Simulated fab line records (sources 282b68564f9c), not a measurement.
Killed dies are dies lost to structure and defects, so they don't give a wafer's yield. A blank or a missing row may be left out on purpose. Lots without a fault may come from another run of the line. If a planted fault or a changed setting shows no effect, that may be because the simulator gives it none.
Which tool was responsible? -- flow rit_cmos -- 15 lots, 45 wafers sampled, at 3 steps of a route of 202

== WHAT EACH GAUGE READ, for each wafer ==
RIT_M1_RS_MEAS_01: measures by four-point-probe.
lot,measured,on,M1_AL_RS (ohm/sq)
L762,day 3 17:37,film_metro-01,0.0738 0.0742 0.0739
L763,day 4 00:16,film_metro-02,0.0731 0.0744 0.0731
L764,day 4 05:45,film_metro-01,0.0730 0.0738 0.0740
L765,day 4 08:53,film_metro-02,0.0739 0.0738 0.0740
L766,day 4 09:05,film_metro-01,0.0735 0.0731 0.0733
L769,day 5 01:35,film_metro-04,0.0722 0.0727 0.0722
L770,day 5 08:10,film_metro-02,0.0717 0.0760 0.0722
L771,day 5 13:46,film_metro-04,0.0728 0.0723 0.0727
L772,day 5 15:03,film_metro-04,0.0725 0.0759 0.0724
L774,day 5 23:26,film_metro-02,0.0742 0.0735 0.0766
L777,day 6 17:20,film_metro-02,0.0730 0.0726 0.0728
L779,day 7 04:37,film_metro-04,0.0745 0.0751 0.0745
L781,day 7 13:31,film_metro-04,0.0736 0.0739 0.0739
L783,day 7 22:05,film_metro-01,0.0733 0.0728 0.0728
L785,day 8 09:26,film_metro-04,0.0736 0.0735 0.0734

RIT_M1_THK_MEAS_02: measures by xrf.
lot,measured,on,M1_AL_THK (nm)
L762,day 3 17:43,film_metro-01,399 399 398
L763,day 4 00:23,film_metro-02,401 396 403
L764,day 4 05:52,film_metro-01,402 400 397
L765,day 4 09:00,film_metro-02,399 398 398
L766,day 4 09:13,film_metro-01,397 402 401
L769,day 5 01:43,film_metro-04,408 406 407
L770,day 5 08:17,film_metro-02,409 389 407
L771,day 5 13:52,film_metro-04,404 408 405
L772,day 5 15:09,film_metro-04,406 387 409
L774,day 5 23:33,film_metro-02,396 401 383
L777,day 6 17:27,film_metro-02,405 404 405
L779,day 7 04:44,film_metro-04,396 394 393
L781,day 7 13:38,film_metro-04,400 398 399
L783,day 7 22:12,film_metro-01,403 407 406
L785,day 8 09:34,film_metro-04,399 400 400

== EACH LOT AND THE TOOL THAT RAN IT (in order: tool; ch and the chambers of the sampled wafers; start) ==
lot,RIT_M1_SPUTTER_00
L762,"pvd_sputter-02, day 3 17:17"
L763,"pvd_sputter-04, day 3 23:58"
L764,"pvd_sputter-02, day 4 05:27"
L765,"pvd_sputter-01, day 4 08:35"
L766,"pvd_sputter-02, day 4 08:48"
L769,"pvd_sputter-04, day 5 01:18"
L770,"pvd_sputter-02, day 5 07:53"
L771,"pvd_sputter-01, day 5 13:26"
L772,"pvd_sputter-02, day 5 14:43"
L774,"pvd_sputter-02, day 5 23:08"
L777,"pvd_sputter-04, day 6 17:02"
L779,"pvd_sputter-04, day 7 04:19"
L781,"pvd_sputter-04, day 7 13:13"
L783,"pvd_sputter-04, day 7 21:47"
L785,"pvd_sputter-01, day 8 09:09"
- RIT_M1_SPUTTER_00: material Al, target thk 400 nm, time 500 s.

== AS READ BY THE TOOLS THEMSELVES (means over the sampled wafers that have a number; for cases with no such wafer, the mark the record gives instead) ==
RIT_M1_SPUTTER_00.
lot,tool,throttle_valve_pct (%)
L762,pvd_sputter-02,29.2
L763,pvd_sputter-04,30.1
L764,pvd_sputter-02,30.0
L765,pvd_sputter-01,29.5
L766,pvd_sputter-02,30.0
L769,pvd_sputter-04,29.9
L770,pvd_sputter-02,30.5
L771,pvd_sputter-01,30.7
L772,pvd_sputter-02,30.6
L774,pvd_sputter-02,30.6
L777,pvd_sputter-04,31.0
L779,pvd_sputter-04,30.0
L781,pvd_sputter-04,29.8
L783,pvd_sputter-04,30.6
L785,pvd_sputter-01,29.6

== THE ANSWER, worked out from the rows above alone ==
Rule: the lots themselves supply what counts as usual. The widest of any qualifying gaps counts: lots, ordered by their means at a reading, are off when they make up no more than a third of the lots, leave a main group of 4 or more, and stand apart from it by 3 or more times the standard deviation of that group's means. The tables above print the reading to a certain number of digits; a main group whose means all agree to those digits is not used. A lot without any number at a reading at which 4 lots or more have one is off too. All remaining lots with rows at the step are treated as sound. First the gauges in route order, then the tools' own readings, where a lot's mean is used as printed above. The first step at which some lot is off is used, and at that step the reading that is off furthest; a lot without a number counts as furthest.
None of the lots is off at any reading shown; this tells nothing.

== WHAT HAD BEEN PUT IN BY THE SIMULATOR ==
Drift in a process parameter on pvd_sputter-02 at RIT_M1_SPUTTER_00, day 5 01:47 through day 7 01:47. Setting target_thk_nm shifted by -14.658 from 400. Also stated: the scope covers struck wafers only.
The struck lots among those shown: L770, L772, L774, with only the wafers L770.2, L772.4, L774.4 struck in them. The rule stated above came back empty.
